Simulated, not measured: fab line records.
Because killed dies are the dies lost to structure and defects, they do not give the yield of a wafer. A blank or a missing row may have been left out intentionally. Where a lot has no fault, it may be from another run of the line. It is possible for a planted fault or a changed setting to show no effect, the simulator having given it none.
Which tool was responsible? / flow berkeleyCmos170 / 16 lots, 48 wafers sampled, at 2 steps of a route of 331

== WHAT THE GAUGES SHOWED, per wafer ==
UCB170_PFIELD_OVL_MEAS_06.
lot=L494; measured=day 4 09:49; on=overlay-01; PFIELD_OVL (nm)=6 -6 -4
lot=L495; measured=day 4 14:09; on=overlay-01; PFIELD_OVL (nm)=3 2 0
lot=L496; measured=day 4 15:07; on=overlay-01; PFIELD_OVL (nm)=-4 -2 -2
lot=L498; measured=day 5 07:04; on=overlay-02; PFIELD_OVL (nm)=-6 1 -3
lot=L499; measured=day 5 07:23; on=overlay-02; PFIELD_OVL (nm)=9 4 1
lot=L500; measured=day 5 16:15; on=overlay-01; PFIELD_OVL (nm)=1 -1 4
lot=L501; measured=day 5 20:02; on=overlay-02; PFIELD_OVL (nm)=-5 -4 -3
lot=L505; measured=day 6 20:28; on=overlay-01; PFIELD_OVL (nm)=87 96 87
lot=L506; measured=day 6 22:46; on=overlay-02; PFIELD_OVL (nm)=93 94 90
lot=L507; measured=day 7 09:31; on=overlay-01; PFIELD_OVL (nm)=3 4 -2
lot=L508; measured=day 7 19:23; on=overlay-01; PFIELD_OVL (nm)=1 0 -5
lot=L510; measured=day 7 22:12; on=overlay-01; PFIELD_OVL (nm)=7 4 2
lot=L509; measured=day 7 22:46; on=overlay-02; PFIELD_OVL (nm)=88 91 91
lot=L511; measured=day 8 05:33; on=overlay-01; PFIELD_OVL (nm)=86 89 89
lot=L516; measured=day 9 04:00; on=overlay-02; PFIELD_OVL (nm)=-4 -1 6
lot=L517; measured=day 9 10:07; on=overlay-02; PFIELD_OVL (nm)=6 5 3

== TOOL THAT RAN EACH LOT (tool first, then ch and the chambers of the sampled wafers, then the start) ==
lot=L494; UCB170_PFIELD_EXPOSE_03=krfScanner-01 ch 0, day 4 09:26
lot=L495; UCB170_PFIELD_EXPOSE_03=krfScanner-01 ch 0, day 4 13:25
lot=L496; UCB170_PFIELD_EXPOSE_03=krfScanner-02 ch 0, day 4 14:46
lot=L498; UCB170_PFIELD_EXPOSE_03=krfScanner-01 ch 0, day 5 06:41
lot=L499; UCB170_PFIELD_EXPOSE_03=krfScanner-01 ch 0, day 5 06:49
lot=L500; UCB170_PFIELD_EXPOSE_03=krfScanner-02 ch 0, day 5 15:32
lot=L501; UCB170_PFIELD_EXPOSE_03=krfScanner-02 ch 0, day 5 19:41
lot=L505; UCB170_PFIELD_EXPOSE_03=krfScanner-01 ch 0, day 6 20:06
lot=L506; UCB170_PFIELD_EXPOSE_03=krfScanner-01 ch 0, day 6 22:21
lot=L507; UCB170_PFIELD_EXPOSE_03=krfScanner-02 ch 0, day 7 09:04
lot=L508; UCB170_PFIELD_EXPOSE_03=krfScanner-02 ch 0, day 7 18:59
lot=L510; UCB170_PFIELD_EXPOSE_03=krfScanner-02 ch 0, day 7 21:49
lot=L509; UCB170_PFIELD_EXPOSE_03=krfScanner-01 ch 0, day 7 22:17
lot=L511; UCB170_PFIELD_EXPOSE_03=krfScanner-01 ch 0, day 8 05:10
lot=L516; UCB170_PFIELD_EXPOSE_03=krfScanner-02 ch 0, day 9 03:34
lot=L517; UCB170_PFIELD_EXPOSE_03=krfScanner-02 ch 0, day 9 08:58
- UCB170_PFIELD_EXPOSE_03: exposes mask PFIELD, target cd 1500 nm.

== WHAT THE TOOLS THEMSELVES READ (means of the sampled wafers that have a number; where no wafer has one, the mark that the record gives instead) ==
The record holds no such reading with a usual standard deviation.

== THE ANSWER, worked out from the rows above alone ==
Rule: usual is defined by the lots themselves. The widest of any qualifying gaps counts: lots, ordered by their means at a reading, are off when they make up no more than a third of the lots, leave a main group of 4 or more, and stand apart from it by 3 or more times the standard deviation of that group's means. If all means in a main group match to the digits the tables above print for the reading, that group is not used. A lot without any number at a reading at which 4 lots or more have one is off too. Any other lot the step has rows for is counted as sound. The gauges are gone through in route order, then the tools' own readings, and for those a lot's mean is taken as printed above. The first step at which some lot is off is used, and at that step the reading that is off furthest; a lot without a number counts as furthest.
Off: L505, L506, L509, L511, seen at UCB170_PFIELD_OVL_MEAS_06 (PFIELD_OVL). The main group: mean 1 nm, standard deviation 2.9.
If a tool, at a process step before that reading, ran all the lots that are off and no sound lot after the first of them, it fits. Those tools and the gauges at UCB170_PFIELD_OVL_MEAS_06 are tried in the same way. One fits: krfScanner-01 at UCB170_PFIELD_EXPOSE_03. Its last sound lot is L499 (day 5 06:49), its first lot that is off L505 (day 6 20:06): a fault that began between those two fits.

== WHAT THE SIMULATOR HAD INSERTED ==
Scanner matching overlay: krfScanner-01, from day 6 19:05 on, at UCB170_PFIELD_EXPOSE_03. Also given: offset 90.
Lots struck among those shown: L505, L506, L509, L511. The same result came from the rule above.
